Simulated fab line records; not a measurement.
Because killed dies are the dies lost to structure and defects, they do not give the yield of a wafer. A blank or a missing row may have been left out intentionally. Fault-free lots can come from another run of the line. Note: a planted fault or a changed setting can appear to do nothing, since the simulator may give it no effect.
fab line records || flow rit-cmos
record {"lots": 7, "wafers": 21, "last-day": 7}
route steps=202 shown ACTIVE@2 M1@202
lots that met no fault: from a run of the same line without faults
start-h: start of the lot's first displayed wafer, in hours after the record's first day || wait-h: hours since the lot's step before || " same as the row above || L1.1+2: several wafers, shown together as one row || - no value, or no start was given || * or withheld: withheld || < > ~ a bound
route shown NAME@n: a module of which the file shows steps, and the number in the route of the first || usual: the fault-free wafers' mean and standard deviation || same: alike in all rows || chamber/n: place in a boat || sites: each site's reading || _std_site: how widely they spread, as a standard deviation || _edge_site: mean of outer sites minus mean of inner sites || radius-mm: for every site, how far away it sits from the centre of the wafer || mask NAME#n: copy n || behind: the tool/chamber that last shaped the wafer || hold: why the lot went on hold/how many hours it stayed there/how the hold came to an end || device: the transistor (n, p or np) that didn't switch || end of line: the same wafers' tests at the end of the route || for a step that has no rows: nothing shown but its recipe || killed: the dies lost at the first sort to structure and to defects; this is not the yield of the wafer || map: a wafer's dies, marking killed ones x, the rest . and places with no die _
set.NAME: the run value of the setting; set.NAME@STEP: its run value at that earlier step || model.NAME: the simulator's own value behind a step, which no gauge read
lots at selected steps of the route; one table per step, one row per wafer
services: the hour from which a tool's chamber was out of use, counted from the record's first day as start-h (under 0 if before that day), plus the number of hours and why
## steps
# step RIT_ACTIVE_OXIDATION_01
# recipe {"temp-c": 1000, "ambient": "O2", "target-thk-a": 468, "ox-time-s": 3360}
# step RIT_ACTIVE_THK_MEAS_02
# recipe {"reads": "SiO2_of_ACTIVE_OXIDATION_01"}
# usual {"ACTIVE_OXIDE_THK": "46.9/0.97"}
{"lot.wafer": "L298.1", "tool": "film-metro-02", "chamber": "-", "start-h": 18.98, "wait-h": 0.0, "ACTIVE_OXIDE_THK[nm]": 46.8}
{"lot.wafer": "L298.3", "tool": "film-metro-02", "chamber": "-", "start-h": 18.98, "wait-h": 0.0, "ACTIVE_OXIDE_THK[nm]": 46.6}
{"lot.wafer": "L298.5", "tool": "film-metro-02", "chamber": "-", "start-h": 18.98, "wait-h": 0.0, "ACTIVE_OXIDE_THK[nm]": 47.1}
{"lot.wafer": "L303.1", "tool": "film-metro-03", "chamber": "-", "start-h": 43.00, "wait-h": 0.0, "ACTIVE_OXIDE_THK[nm]": 47.2}
{"lot.wafer": "L303.5", "tool": "film-metro-03", "chamber": "-", "start-h": 43.00, "wait-h": 0.0, "ACTIVE_OXIDE_THK[nm]": 47.3}
{"lot.wafer": "L303.6", "tool": "film-metro-03", "chamber": "-", "start-h": 43.00, "wait-h": 0.0, "ACTIVE_OXIDE_THK[nm]": 47.0}
{"lot.wafer": "L312.1", "tool": "film-metro-02", "chamber": "-", "start-h": 87.05, "wait-h": 0.0, "ACTIVE_OXIDE_THK[nm]": 46.2}
{"lot.wafer": "L312.4", "tool": "film-metro-02", "chamber": "-", "start-h": 87.05, "wait-h": 0.0, "ACTIVE_OXIDE_THK[nm]": 45.4}
{"lot.wafer": "L312.6", "tool": "film-metro-02", "chamber": "-", "start-h": 87.05, "wait-h": 0.0, "ACTIVE_OXIDE_THK[nm]": 46.6}
{"lot.wafer": "L314.1", "tool": "film-metro-04", "chamber": "-", "start-h": 100.19, "wait-h": 0.0, "ACTIVE_OXIDE_THK[nm]": 47.0}
{"lot.wafer": "L314.2", "tool": "film-metro-04", "chamber": "-", "start-h": 100.19, "wait-h": 0.0, "ACTIVE_OXIDE_THK[nm]": 47.2}
{"lot.wafer": "L314.4", "tool": "film-metro-04", "chamber": "-", "start-h": 100.19, "wait-h": 0.0, "ACTIVE_OXIDE_THK[nm]": 46.9}
{"lot.wafer": "L315.1", "tool": "film-metro-04", "chamber": "-", "start-h": 103.08, "wait-h": 0.0, "ACTIVE_OXIDE_THK[nm]": 47.8}
{"lot.wafer": "L315.2", "tool": "film-metro-04", "chamber": "-", "start-h": 103.08, "wait-h": 0.0, "ACTIVE_OXIDE_THK[nm]": 47.3}
{"lot.wafer": "L315.3", "tool": "film-metro-04", "chamber": "-", "start-h": 103.08, "wait-h": 0.0, "ACTIVE_OXIDE_THK[nm]": 48.0}
{"lot.wafer": "L316.1", "tool": "film-metro-04", "chamber": "-", "start-h": 107.05, "wait-h": 0.0, "ACTIVE_OXIDE_THK[nm]": 45.5}
{"lot.wafer": "L316.2", "tool": "film-metro-04", "chamber": "-", "start-h": 107.05, "wait-h": 0.0, "ACTIVE_OXIDE_THK[nm]": 45.4}
{"lot.wafer": "L316.5", "tool": "film-metro-04", "chamber": "-", "start-h": 107.05, "wait-h": 0.0, "ACTIVE_OXIDE_THK[nm]": 45.6}
{"lot.wafer": "L319.2", "tool": "film-metro-04", "chamber": "-", "start-h": 122.98, "wait-h": 0.0, "ACTIVE_OXIDE_THK[nm]": 47.8}
{"lot.wafer": "L319.3", "tool": "film-metro-04", "chamber": "-", "start-h": 122.98, "wait-h": 0.0, "ACTIVE_OXIDE_THK[nm]": 47.9}
{"lot.wafer": "L319.4", "tool": "film-metro-04", "chamber": "-", "start-h": 122.98, "wait-h": 0.0, "ACTIVE_OXIDE_THK[nm]": 47.8}
# step RIT_ACTIVE_CVD_03
# recipe {"material": "Si3N4", "target-thk-nm": 150, "temp-c": 810, "precursor": "SiH2Cl2/NH3", "time-s": 1500, "pressure-mtorr": 290.8, "sih2cl2-flow-sccm": 60, "nh3-flow-sccm": 150}
# step RIT_ACTIVE_THK_MEAS_04
# recipe {"reads": "Si3N4_of_ACTIVE_CVD_03"}
# usual {"ACTIVE_NITRIDE_THK": "148.4/1.5"}
{"lot.wafer": "L298.1", "tool": "film-metro-02", "chamber": "-", "start-h": 20.45, "wait-h": 0.0, "ACTIVE_NITRIDE_THK[nm]": 149.7}
{"lot.wafer": "L298.3", "tool": "film-metro-02", "chamber": "-", "start-h": 20.45, "wait-h": 0.0, "ACTIVE_NITRIDE_THK[nm]": 149.9}
{"lot.wafer": "L298.5", "tool": "film-metro-02", "chamber": "-", "start-h": 20.45, "wait-h": 0.0, "ACTIVE_NITRIDE_THK[nm]": 150.2}
{"lot.wafer": "L303.1", "tool": "film-metro-04", "chamber": "-", "start-h": 45.37, "wait-h": 0.0, "ACTIVE_NITRIDE_THK[nm]": 148.8}
{"lot.wafer": "L303.5", "tool": "film-metro-04", "chamber": "-", "start-h": 45.37, "wait-h": 0.0, "ACTIVE_NITRIDE_THK[nm]": 149.9}
{"lot.wafer": "L303.6", "tool": "film-metro-04", "chamber": "-", "start-h": 45.37, "wait-h": 0.0, "ACTIVE_NITRIDE_THK[nm]": 148.2}
{"lot.wafer": "L312.1", "tool": "film-metro-02", "chamber": "-", "start-h": 88.53, "wait-h": 0.0, "ACTIVE_NITRIDE_THK[nm]": 150.3}
{"lot.wafer": "L312.4", "tool": "film-metro-02", "chamber": "-", "start-h": 88.53, "wait-h": 0.0, "ACTIVE_NITRIDE_THK[nm]": 150.4}
{"lot.wafer": "L312.6", "tool": "film-metro-02", "chamber": "-", "start-h": 88.53, "wait-h": 0.0, "ACTIVE_NITRIDE_THK[nm]": 149.6}
{"lot.wafer": "L314.1", "tool": "film-metro-04", "chamber": "-", "start-h": 101.71, "wait-h": 0.0, "ACTIVE_NITRIDE_THK[nm]": 146.9}
{"lot.wafer": "L314.2", "tool": "film-metro-04", "chamber": "-", "start-h": 101.71, "wait-h": 0.0, "ACTIVE_NITRIDE_THK[nm]": 146.3}
{"lot.wafer": "L314.4", "tool": "film-metro-04", "chamber": "-", "start-h": 101.71, "wait-h": 0.0, "ACTIVE_NITRIDE_THK[nm]": 146.1}
{"lot.wafer": "L315.1", "tool": "film-metro-03", "chamber": "-", "start-h": 104.55, "wait-h": 0.0, "ACTIVE_NITRIDE_THK[nm]": 147.4}
{"lot.wafer": "L315.2", "tool": "film-metro-03", "chamber": "-", "start-h": 104.55, "wait-h": 0.0, "ACTIVE_NITRIDE_THK[nm]": 147.4}
{"lot.wafer": "L315.3", "tool": "film-metro-03", "chamber": "-", "start-h": 104.55, "wait-h": 0.0, "ACTIVE_NITRIDE_THK[nm]": 146.6}
{"lot.wafer": "L316.1", "tool": "film-metro-04", "chamber": "-", "start-h": 108.53, "wait-h": 0.0, "ACTIVE_NITRIDE_THK[nm]": 148.0}
{"lot.wafer": "L316.2", "tool": "film-metro-04", "chamber": "-", "start-h": 108.53, "wait-h": 0.0, "ACTIVE_NITRIDE_THK[nm]": 146.6}
{"lot.wafer": "L316.5", "tool": "film-metro-04", "chamber": "-", "start-h": 108.53, "wait-h": 0.0, "ACTIVE_NITRIDE_THK[nm]": 147.2}
{"lot.wafer": "L319.2", "tool": "film-metro-03", "chamber": "-", "start-h": 124.46, "wait-h": 0.0, "ACTIVE_NITRIDE_THK[nm]": 149.2}
{"lot.wafer": "L319.3", "tool": "film-metro-03", "chamber": "-", "start-h": 124.46, "wait-h": 0.0, "ACTIVE_NITRIDE_THK[nm]": 147.7}
{"lot.wafer": "L319.4", "tool": "film-metro-03", "chamber": "-", "start-h": 124.46, "wait-h": 0.0, "ACTIVE_NITRIDE_THK[nm]": 148.8}
# step RIT_ACTIVE_HMDS_05
# recipe {"prime-time-s": 60, "prime-temp-c": 140}
# step RIT_ACTIVE_COAT_06
# recipe {"resist": "NOVOLAK", "spin-rpm": 3250, "resist-thk-nm": 1000}
# step RIT_ACTIVE_SOFTBAKE_07
# recipe {"resist": "NOVOLAK", "temp-c": 90, "time-s": 60}
# step RIT_ACTIVE_EXPOSE_08
# recipe {"mask-id": "M1", "na": 0.6, "source-shape": "conventional", "sigma-outer": 0.6, "target-cd-nm": 1400, "dose-mj": 225}
# step RIT_ACTIVE_PEB_09
# recipe {"resist": "NOVOLAK", "temp-c": "withheld", "time-s": "withheld"}
# step RIT_ACTIVE_DEVELOP_10
# recipe {"resist": "NOVOLAK", "develop-time-s": 50, "dev-temp-c": 23.75}
# step RIT_ACTIVE_CD_MEAS_11
# recipe {"target-cd-nm": 1400}
# usual {"cd-nm": "1400.4/2.1"}
{"lot.wafer": "L298.1", "tool": "cd-sem-02", "chamber": "-", "start-h": 21.49, "wait-h": "-", "cd-nm": 1399.6}
{"lot.wafer": "L298.3", "tool": "cd-sem-02", "chamber": "-", "start-h": 21.49, "wait-h": "-", "cd-nm": 1399.2}
{"lot.wafer": "L298.5", "tool": "cd-sem-02", "chamber": "-", "start-h": 21.49, "wait-h": "-", "cd-nm": 1398.2}
{"lot.wafer": "L303.1", "tool": "cd-sem-01", "chamber": "-", "start-h": 46.89, "wait-h": "-", "cd-nm": 1400.2}
{"lot.wafer": "L303.5", "tool": "cd-sem-01", "chamber": "-", "start-h": 46.89, "wait-h": "-", "cd-nm": 1398.4}
{"lot.wafer": "L303.6", "tool": "cd-sem-01", "chamber": "-", "start-h": 46.89, "wait-h": "-", "cd-nm": 1398.8}
{"lot.wafer": "L312.1", "tool": "cd-sem-02", "chamber": "-", "start-h": 89.44, "wait-h": "-", "cd-nm": 1399.5}
{"lot.wafer": "L312.4", "tool": "cd-sem-02", "chamber": "-", "start-h": 89.44, "wait-h": "-", "cd-nm": 1400.0}
{"lot.wafer": "L312.6", "tool": "cd-sem-02", "chamber": "-", "start-h": 89.44, "wait-h": "-", "cd-nm": 1398.6}
{"lot.wafer": "L314.1", "tool": "cd-sem-01", "chamber": "-", "start-h": 102.62, "wait-h": "-", "cd-nm": 1400.6}
{"lot.wafer": "L314.2", "tool": "cd-sem-01", "chamber": "-", "start-h": 102.62, "wait-h": "-", "cd-nm": 1399.1}
{"lot.wafer": "L314.4", "tool": "cd-sem-01", "chamber": "-", "start-h": 102.62, "wait-h": "-", "cd-nm": 1400.0}
{"lot.wafer": "L315.1", "tool": "cd-sem-01", "chamber": "-", "start-h": 105.69, "wait-h": "-", "cd-nm": 1398.7}
{"lot.wafer": "L315.2", "tool": "cd-sem-01", "chamber": "-", "start-h": 105.69, "wait-h": "-", "cd-nm": 1401.3}
{"lot.wafer": "L315.3", "tool": "cd-sem-01", "chamber": "-", "start-h": 105.69, "wait-h": "-", "cd-nm": 1397.8}
{"lot.wafer": "L316.1", "tool": "cd-sem-02", "chamber": "-", "start-h": 109.56, "wait-h": "-", "cd-nm": 1403.7}
{"lot.wafer": "L316.2", "tool": "cd-sem-02", "chamber": "-", "start-h": 109.56, "wait-h": "-", "cd-nm": 1406.1}
{"lot.wafer": "L316.5", "tool": "cd-sem-02", "chamber": "-", "start-h": 109.56, "wait-h": "-", "cd-nm": 1404.6}
{"lot.wafer": "L319.2", "tool": "cd-sem-01", "chamber": "-", "start-h": 125.38, "wait-h": "-", "cd-nm": 1403.8}
{"lot.wafer": "L319.3", "tool": "cd-sem-01", "chamber": "-", "start-h": 125.38, "wait-h": "-", "cd-nm": 1400.1}
{"lot.wafer": "L319.4", "tool": "cd-sem-01", "chamber": "-", "start-h": 125.38, "wait-h": "-", "cd-nm": 1402.9}
# step RIT_ACTIVE_HARDBAKE_12
# recipe {"resist": "NOVOLAK", "temp-c": 140, "time-s": 60}
# step RIT_ACTIVE_ETCH_13
# recipe {"stop-on": "SiO2", "chemistry": "SF6", "target": "Si3N4", "time-s": 210, "over-etch-frac": 0.4, "SF6_flow_sccm": 200, "pressure-mtorr": 260, "rf-w": 125, "target-depth-a": 2100}
# usual {"drypump-motor-current-A": "5.7/0.37", "oes-product-au": "0.816/0.011", "throttle-valve-pct": "7.50/0.12"}
{"lot.wafer": "L298.1", "tool": "rie-diel-04", "chamber": 2, "start-h": 21.76, "wait-h": 0.1, "drypump-motor-current-A": 5.2, "oes-product-au": 0.812, "rf-hours-counter-h": 89, "throttle-valve-pct": 7.56, "model.NOVOLAK_of_ACTIVE_COAT_06.thk-nm": 650.4}
{"lot.wafer": "L298.3", "tool": "rie-diel-04", "chamber": 0, "start-h": 21.76, "wait-h": 0.1, "drypump-motor-current-A": 5.5, "oes-product-au": 0.821, "rf-hours-counter-h": 59, "throttle-valve-pct": 7.43, "model.NOVOLAK_of_ACTIVE_COAT_06.thk-nm": 666.8}
{"lot.wafer": "L298.5", "tool": "rie-diel-04", "chamber": 1, "start-h": 21.76, "wait-h": 0.1, "drypump-motor-current-A": 5.9, "oes-product-au": 0.826, "rf-hours-counter-h": "-", "throttle-valve-pct": 7.63, "model.NOVOLAK_of_ACTIVE_COAT_06.thk-nm": 658.3}
{"lot.wafer": "L303.1", "tool": "rie-diel-01", "chamber": 2, "start-h": 47.16, "wait-h": 0.1, "drypump-motor-current-A": 5.4, "oes-product-au": 0.796, "rf-hours-counter-h": 125, "throttle-valve-pct": 7.27, "model.NOVOLAK_of_ACTIVE_COAT_06.thk-nm": 654.6}
{"lot.wafer": "L303.5", "tool": "rie-diel-01", "chamber": 2, "start-h": 47.16, "wait-h": 0.1, "drypump-motor-current-A": 5.4, "oes-product-au": 0.806, "rf-hours-counter-h": "-", "throttle-valve-pct": 7.26, "model.NOVOLAK_of_ACTIVE_COAT_06.thk-nm": 653.4}
{"lot.wafer": "L303.6", "tool": "rie-diel-01", "chamber": 3, "start-h": 47.16, "wait-h": 0.1, "drypump-motor-current-A": 5.6, "oes-product-au": 0.807, "rf-hours-counter-h": "-", "throttle-valve-pct": 7.55, "model.NOVOLAK_of_ACTIVE_COAT_06.thk-nm": 654.5}
{"lot.wafer": "L312.1", "tool": "rie-diel-01", "chamber": 2, "start-h": 89.71, "wait-h": 0.1, "drypump-motor-current-A": 5.4, "oes-product-au": 0.800, "rf-hours-counter-h": 125, "throttle-valve-pct": 7.24, "model.NOVOLAK_of_ACTIVE_COAT_06.thk-nm": 648.4}
{"lot.wafer": "L312.4", "tool": "rie-diel-01", "chamber": 3, "start-h": 89.71, "wait-h": 0.1, "drypump-motor-current-A": 5.6, "oes-product-au": 0.815, "rf-hours-counter-h": 88, "throttle-valve-pct": 7.56, "model.NOVOLAK_of_ACTIVE_COAT_06.thk-nm": 655.6}
{"lot.wafer": "L312.6", "tool": "rie-diel-01", "chamber": 3, "start-h": 89.71, "wait-h": 0.1, "drypump-motor-current-A": 5.6, "oes-product-au": 0.809, "rf-hours-counter-h": "-", "throttle-valve-pct": 7.54, "model.NOVOLAK_of_ACTIVE_COAT_06.thk-nm": 652.9}
{"lot.wafer": "L314.1", "tool": "rie-diel-04", "chamber": 0, "start-h": 102.99, "wait-h": 0.1, "drypump-motor-current-A": 5.5, "oes-product-au": 0.804, "rf-hours-counter-h": 60, "throttle-valve-pct": 7.44, "model.NOVOLAK_of_ACTIVE_COAT_06.thk-nm": 680.5}
{"lot.wafer": "L314.2", "tool": "rie-diel-04", "chamber": 2, "start-h": 102.99, "wait-h": 0.1, "drypump-motor-current-A": 5.2, "oes-product-au": 0.805, "rf-hours-counter-h": 91, "throttle-valve-pct": 7.57, "model.NOVOLAK_of_ACTIVE_COAT_06.thk-nm": 676.5}
{"lot.wafer": "L314.4", "tool": "rie-diel-04", "chamber": 1, "start-h": 102.99, "wait-h": 0.1, "drypump-motor-current-A": 5.9, "oes-product-au": 0.813, "rf-hours-counter-h": 88, "throttle-valve-pct": 7.62, "model.NOVOLAK_of_ACTIVE_COAT_06.thk-nm": 677.3}
{"lot.wafer": "L315.1", "tool": "rie-diel-04", "chamber": 3, "start-h": 106.15, "wait-h": 0.1, "drypump-motor-current-A": 6.0, "oes-product-au": 0.812, "rf-hours-counter-h": 154, "throttle-valve-pct": 7.44, "model.NOVOLAK_of_ACTIVE_COAT_06.thk-nm": 677.6}
{"lot.wafer": "L315.2", "tool": "rie-diel-04", "chamber": 2, "start-h": 106.15, "wait-h": 0.1, "drypump-motor-current-A": 5.2, "oes-product-au": 0.808, "rf-hours-counter-h": 91, "throttle-valve-pct": 7.56, "model.NOVOLAK_of_ACTIVE_COAT_06.thk-nm": 675.9}
{"lot.wafer": "L315.3", "tool": "rie-diel-04", "chamber": 1, "start-h": 106.15, "wait-h": 0.1, "drypump-motor-current-A": 5.9, "oes-product-au": 0.815, "rf-hours-counter-h": 88, "throttle-valve-pct": 7.63, "model.NOVOLAK_of_ACTIVE_COAT_06.thk-nm": 680.3}
{"lot.wafer": "L316.1", "tool": "rie-diel-04", "chamber": 1, "start-h": 109.83, "wait-h": 0.1, "drypump-motor-current-A": 5.8, "oes-product-au": 0.822, "rf-hours-counter-h": 88, "throttle-valve-pct": 7.62, "model.NOVOLAK_of_ACTIVE_COAT_06.thk-nm": 673.7}
{"lot.wafer": "L316.2", "tool": "rie-diel-04", "chamber": 2, "start-h": 109.83, "wait-h": 0.1, "drypump-motor-current-A": 5.1, "oes-product-au": 0.809, "rf-hours-counter-h": 91, "throttle-valve-pct": 7.57, "model.NOVOLAK_of_ACTIVE_COAT_06.thk-nm": 673.7}
{"lot.wafer": "L316.5", "tool": "rie-diel-04", "chamber": 1, "start-h": 109.83, "wait-h": 0.1, "drypump-motor-current-A": 5.9, "oes-product-au": 0.826, "rf-hours-counter-h": "-", "throttle-valve-pct": 7.63, "model.NOVOLAK_of_ACTIVE_COAT_06.thk-nm": 673.9}
{"lot.wafer": "L319.2", "tool": "rie-diel-03", "chamber": 1, "start-h": 125.63, "wait-h": 0.1, "drypump-motor-current-A": 6.0, "oes-product-au": 0.816, "rf-hours-counter-h": 129, "throttle-valve-pct": 7.64, "model.NOVOLAK_of_ACTIVE_COAT_06.thk-nm": 656.6}
{"lot.wafer": "L319.3", "tool": "rie-diel-03", "chamber": 0, "start-h": 125.63, "wait-h": 0.1, "drypump-motor-current-A": 6.2, "oes-product-au": 0.800, "rf-hours-counter-h": 8, "throttle-valve-pct": 7.67, "model.NOVOLAK_of_ACTIVE_COAT_06.thk-nm": 658.3}
{"lot.wafer": "L319.4", "tool": "rie-diel-03", "chamber": 2, "start-h": 125.63, "wait-h": 0.1, "drypump-motor-current-A": 5.1, "oes-product-au": 0.826, "rf-hours-counter-h": 5, "throttle-valve-pct": 7.49, "model.NOVOLAK_of_ACTIVE_COAT_06.thk-nm": 654.4}
# step RIT_ACTIVE_STRIP_14
# recipe {"chemistry": "O2", "time-s": 180, "resist": "NOVOLAK", "platen-temp-c": "withheld", "power-w": 500, "pressure-mtorr": 4000, "o2-flow-sccm": 4000}
# usual {"drypump-motor-current-A": "5.59/0.29"}
{"lot.wafer": "L298.1", "tool": "plasma-asher-01", "chamber": 1, "start-h": 21.89, "wait-h": 0.1, "drypump-motor-current-A": 6.06, "rf-hours-counter-h": 37}
{"lot.wafer": "L298.3", "tool": "plasma-asher-01", "chamber": 0, "start-h": 21.89, "wait-h": 0.1, "drypump-motor-current-A": 5.56, "rf-hours-counter-h": "-"}
{"lot.wafer": "L298.5", "tool": "plasma-asher-01", "chamber": 1, "start-h": 21.89, "wait-h": 0.1, "drypump-motor-current-A": 6.03, "rf-hours-counter-h": "-"}
{"lot.wafer": "L303.1", "tool": "plasma-asher-01", "chamber": 1, "start-h": 47.30, "wait-h": 0.1, "drypump-motor-current-A": 6.08, "rf-hours-counter-h": 40}
{"lot.wafer": "L303.5", "tool": "plasma-asher-01", "chamber": 1, "start-h": 47.30, "wait-h": 0.1, "drypump-motor-current-A": 6.08, "rf-hours-counter-h": "-"}
{"lot.wafer": "L303.6", "tool": "plasma-asher-01", "chamber": 0, "start-h": 47.30, "wait-h": 0.1, "drypump-motor-current-A": 5.54, "rf-hours-counter-h": "-"}
{"lot.wafer": "L312.1", "tool": "plasma-asher-03", "chamber": 0, "start-h": 89.84, "wait-h": 0.1, "drypump-motor-current-A": 5.54, "rf-hours-counter-h": 44}
{"lot.wafer": "L312.4", "tool": "plasma-asher-03", "chamber": 0, "start-h": 89.84, "wait-h": 0.1, "drypump-motor-current-A": 5.54, "rf-hours-counter-h": "-"}
{"lot.wafer": "L312.6", "tool": "plasma-asher-03", "chamber": 0, "start-h": 89.84, "wait-h": 0.1, "drypump-motor-current-A": 5.53, "rf-hours-counter-h": "-"}
{"lot.wafer": "L314.1", "tool": "plasma-asher-01", "chamber": 1, "start-h": 103.13, "wait-h": 0.1, "drypump-motor-current-A": 6.09, "rf-hours-counter-h": 46}
{"lot.wafer": "L314.2", "tool": "plasma-asher-01", "chamber": 0, "start-h": 103.13, "wait-h": 0.1, "drypump-motor-current-A": 5.57, "rf-hours-counter-h": 46}
{"lot.wafer": "L314.4", "tool": "plasma-asher-01", "chamber": 1, "start-h": 103.13, "wait-h": 0.1, "drypump-motor-current-A": 6.04, "rf-hours-counter-h": "-"}
{"lot.wafer": "L315.1", "tool": "plasma-asher-01", "chamber": 0, "start-h": 106.29, "wait-h": 0.1, "drypump-motor-current-A": 5.55, "rf-hours-counter-h": 46}
{"lot.wafer": "L315.2", "tool": "plasma-asher-01", "chamber": 1, "start-h": 106.29, "wait-h": 0.1, "drypump-motor-current-A": 6.09, "rf-hours-counter-h": 46}
{"lot.wafer": "L315.3", "tool": "plasma-asher-01", "chamber": 0, "start-h": 106.29, "wait-h": 0.1, "drypump-motor-current-A": 5.56, "rf-hours-counter-h": "-"}
{"lot.wafer": "L316.1", "tool": "plasma-asher-02", "chamber": 0, "start-h": 109.97, "wait-h": 0.1, "drypump-motor-current-A": 5.11, "rf-hours-counter-h": 31}
{"lot.wafer": "L316.2", "tool": "plasma-asher-02", "chamber": 1, "start-h": 109.97, "wait-h": 0.1, "drypump-motor-current-A": 5.69, "rf-hours-counter-h": 31}
{"lot.wafer": "L316.5", "tool": "plasma-asher-02", "chamber": 1, "start-h": 109.97, "wait-h": 0.1, "drypump-motor-current-A": 5.68, "rf-hours-counter-h": "-"}
{"lot.wafer": "L319.2", "tool": "plasma-asher-03", "chamber": 0, "start-h": 125.76, "wait-h": 0.1, "drypump-motor-current-A": 5.53, "rf-hours-counter-h": 1}
{"lot.wafer": "L319.3", "tool": "plasma-asher-03", "chamber": 0, "start-h": 125.76, "wait-h": 0.1, "drypump-motor-current-A": 5.54, "rf-hours-counter-h": "-"}
{"lot.wafer": "L319.4", "tool": "plasma-asher-03", "chamber": 1, "start-h": 125.76, "wait-h": 0.1, "drypump-motor-current-A": 5.65, "rf-hours-counter-h": "-"}
# step RIT_M1_PROBE_99
# usual {"killed-at-contacts": "0.1/0.23", "killed-at-front-end": "6/3.1", "killed-dies": "6/3.1", "killed-open": "3.2/1.9", "killed-short": "3.2/2.1"}
# same {"gross-dies": 264, "killed_at_M0_to_M3": 0, "killed_at_M4_up": 0, "killed-at-back-side": 0, "killed-at-other": 0}
{"lot.wafer": "L312.1", "tool": "prober-02", "chamber": "-", "start-h": 159.04, "wait-h": 0.3, "killed-at-contacts": 0, "killed-at-front-end": 6, "killed-dies": 6, "killed-open": 2, "killed-short": 4}
{"lot.wafer": "L312.4", "tool": "prober-02", "chamber": "-", "start-h": 159.19, "wait-h": 0.4, "killed-at-contacts": 0, "killed-at-front-end": 3, "killed-dies": 3, "killed-open": 2, "killed-short": 1}
{"lot.wafer": "L312.6", "tool": "prober-02", "chamber": "-", "start-h": 159.29, "wait-h": 0.4, "killed-at-contacts": 0, "killed-at-front-end": 6, "killed-dies": 6, "killed-open": 2, "killed-short": 4}
# killed by level:class
L312.1 REOX:geometric-particle:short=2 FOX2:geometric-particle:short=1 GATE:geometric-particle:open=1 GATE:geometric-particle:short=1 REOX:geometric-particle:open=1
L312.4 GATE:geometric-particle:open=1 REOX:geometric-particle:open=1 SPACER:geometric-particle:short=1
L312.6 FOX1:geometric-particle:short=2 REOX:geometric-particle:open=2 GATE:geometric-particle:short=1 REOX:geometric-particle:short=1
## services
{"tool": "rie-diel-04", "chamber": "-", "start-h": 2.46, "hours": 1.0, "kind": "repair"}
{"tool": "rie-diel-01", "chamber": 2, "start-h": 31.04, "hours": 11.4, "kind": "repair"}
{"tool": "plasma-asher-03", "chamber": "-", "start-h": 44.25, "hours": 10.6, "kind": "repair"}
{"tool": "plasma-asher-02", "chamber": "-", "start-h": 48.76, "hours": 7.4, "kind": "repair"}
{"tool": "rie-diel-01", "chamber": "-", "start-h": 57.34, "hours": 0.4, "kind": "repair"}
{"tool": "rie-diel-03", "chamber": 1, "start-h": 65.39, "hours": 15.9, "kind": "repair"}
{"tool": "rie-diel-04", "chamber": 1, "start-h": 68.21, "hours": 5.2, "kind": "repair"}
{"tool": "rie-diel-03", "chamber": 1, "start-h": 90.83, "hours": 2.7, "kind": "repair"}
{"tool": "rie-diel-01", "chamber": "-", "start-h": 94.66, "hours": 28.1, "kind": "pm"}
{"tool": "plasma-asher-02", "chamber": "-", "start-h": 97.46, "hours": 1.3, "kind": "repair"}
{"tool": "plasma-asher-03", "chamber": "-", "start-h": 108.75, "hours": 9.0, "kind": "pm"}
{"tool": "plasma-asher-03", "chamber": 0, "start-h": 108.75, "hours": 9.0, "kind": "vent-cycle"}
{"tool": "plasma-asher-03", "chamber": 1, "start-h": 108.75, "hours": 9.0, "kind": "vent-cycle"}
{"tool": "plasma-asher-03", "chamber": 0, "start-h": 117.75, "hours": "-", "kind": "clean"}
{"tool": "plasma-asher-03", "chamber": 1, "start-h": 117.75, "hours": "-", "kind": "clean"}
## key
first-sign none at tools or gauges
model-effect {"step": "RIT_ACTIVE_ETCH_13", "value": "NOVOLAK_of_ACTIVE_COAT_06.thk-nm", "without": 657.5, "struck": 676.6}
met-at RIT_ACTIVE_ETCH_13
struck-wafers L314.1,L314.2,L314.4,L315.1,L315.2,L315.3,L316.1,L316.2,L316.5
tester-left-out L314,L315,L316
onset-between 21.76 102.99
fault {"kind": "process-parameter-drift", "tool": "rie-diel-04", "chamber": "-", "onset-h": 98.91, "steps": "RIT_ACTIVE_ETCH_13", "channel": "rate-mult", "offset": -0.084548, "shape": "step", "end-h": 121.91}
# tester-left-out: of these lots the tester's yield and bins aren't shown, on N5 and GAA mostly nor the transistor test; their killed dies are dies lost to structure and defects alone, not to doping, threshold or leakage, so they don't give the yield
